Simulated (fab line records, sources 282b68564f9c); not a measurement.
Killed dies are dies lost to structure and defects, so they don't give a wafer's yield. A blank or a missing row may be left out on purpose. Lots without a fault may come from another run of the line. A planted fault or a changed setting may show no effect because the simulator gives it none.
Tool commonality check | flow rit_cmos | 14 lots, 42 wafers sampled

WHY IT WAS OPENED
At RIT_NWELL_TW_MEAS_10 the reading NWELL_TW is flagged on 2 of 14 lots. Wafers without a fault read 2151, standard deviation 21.
Rule: a lot is flagged when every wafer of it that has a number lies more than 4 standard deviations from that mean, or none has a number. The other lots count as sound.

lot  | measured    | on            | NWELL_TW, wafer by wafer | flag
L669 | day 1 22:23 | film_metro-04 | 2175 2168 2191           |
L670 | day 2 02:38 | film_metro-04 | 2180 2177 2186           |
L671 | day 2 07:52 | film_metro-04 | 2180 2170 2197           |
L672 | day 2 13:53 | film_metro-01 | 2118 2104 2106           |
L673 | day 2 18:03 | film_metro-03 | 2169 2161 2146           |
L674 | day 3 01:04 | film_metro-03 | 2146 2146 2154           |
L678 | day 3 20:11 | film_metro-01 | 2119 2099 2101           |
L680 | day 4 05:36 | film_metro-04 | 2169 2184 2173           |
L682 | day 4 15:01 | film_metro-03 | 2010 2011 2013           | FLAGGED
L683 | day 4 22:29 | film_metro-03 | 2008 2004 2007           | FLAGGED
L686 | day 5 11:47 | film_metro-03 | 2156 2147 2153           |
L687 | day 5 16:45 | film_metro-01 | 2142 2128 2123           |
L688 | day 5 21:50 | film_metro-03 | 2153 2156 2149           |
L690 | day 6 06:19 | film_metro-03 | 2149 2145 2145           |
The numbers of the flagged lots are 2009 on average: -142 against the usual, or -7 standard deviations.

WHICH TOOL RAN EACH LOT
The record holds 1 process step before the reading, out of a route of 202 steps. In each cell: the tool, then ch and the chambers that the sampled wafers went through, then the start.
lot  | flag    | RIT_NWELL_IMPLANT_08
L669 |         | implanter-03 ch 0, day 1 22:04
L670 |         | implanter-01 ch 0, day 2 02:19
L671 |         | implanter-04 ch 0, day 2 07:34
L672 |         | implanter-03 ch 0, day 2 13:34
L673 |         | implanter-04 ch 0, day 2 17:44
L674 |         | implanter-03 ch 0, day 3 00:44
L678 |         | implanter-03 ch 0, day 3 19:53
L680 |         | implanter-04 ch 0, day 4 05:17
L682 | FLAGGED | implanter-04 ch 0, day 4 14:41
L683 | FLAGGED | implanter-04 ch 0, day 4 22:11
L686 |         | implanter-01 ch 0, day 5 11:28
L687 |         | implanter-03 ch 0, day 5 16:26
L688 |         | implanter-01 ch 0, day 5 21:31
L690 |         | implanter-01 ch 0, day 6 05:59
What these steps do:
- RIT_NWELL_IMPLANT_08
- RIT_NWELL_TW_MEAS_10

FLAGGED OVER TOTAL, TOOL BY TOOL (the gauges that took the reading come last)
step                 | tool          | lots run | flagged | share of the flagged lots | sound lots run after its first flagged lot
RIT_NWELL_IMPLANT_08 | implanter-01  | 4        | 0       | none                      | -
RIT_NWELL_IMPLANT_08 | implanter-03  | 5        | 0       | none                      | -
RIT_NWELL_IMPLANT_08 | implanter-04  | 5        | 2       | all                       | 0
RIT_NWELL_TW_MEAS_10 | film_metro-01 | 3        | 0       | none                      | -
RIT_NWELL_TW_MEAS_10 | film_metro-03 | 7        | 2       | all                       | 3 (L686,L688,L690)
RIT_NWELL_TW_MEAS_10 | film_metro-04 | 4        | 0       | none                      | -

WHAT THE TABLE ALLOWS
2 rows of the table ran every flagged lot: implanter-04 at RIT_NWELL_IMPLANT_08, film_metro-03 at RIT_NWELL_TW_MEAS_10.
- implanter-04 at RIT_NWELL_IMPLANT_08: 2 of its 5 lots flagged. Its last sound lot is L680 (day 4 05:17), its first flagged lot L682 (day 4 14:41): a fault that began between those two fits. Its own readings lie more than 4 standard deviations out on every wafer of the flagged lots: beam_on_s, faraday_current_uA.
- film_metro-03 at RIT_NWELL_TW_MEAS_10: 2 of its 7 lots flagged. Sound lots ran on it after the first flagged one (L686, L688, L690), which a lasting fault on the whole tool wouldn't allow.
One tool is left: implanter-04 at RIT_NWELL_IMPLANT_08.

WHAT THE SIMULATOR HAD PUT IN
Process parameter drift: implanter-04, from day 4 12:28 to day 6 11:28, at RIT_NWELL_IMPLANT_08. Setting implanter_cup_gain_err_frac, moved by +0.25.
Lots struck among those shown: L682, L683. The rule above found the same.
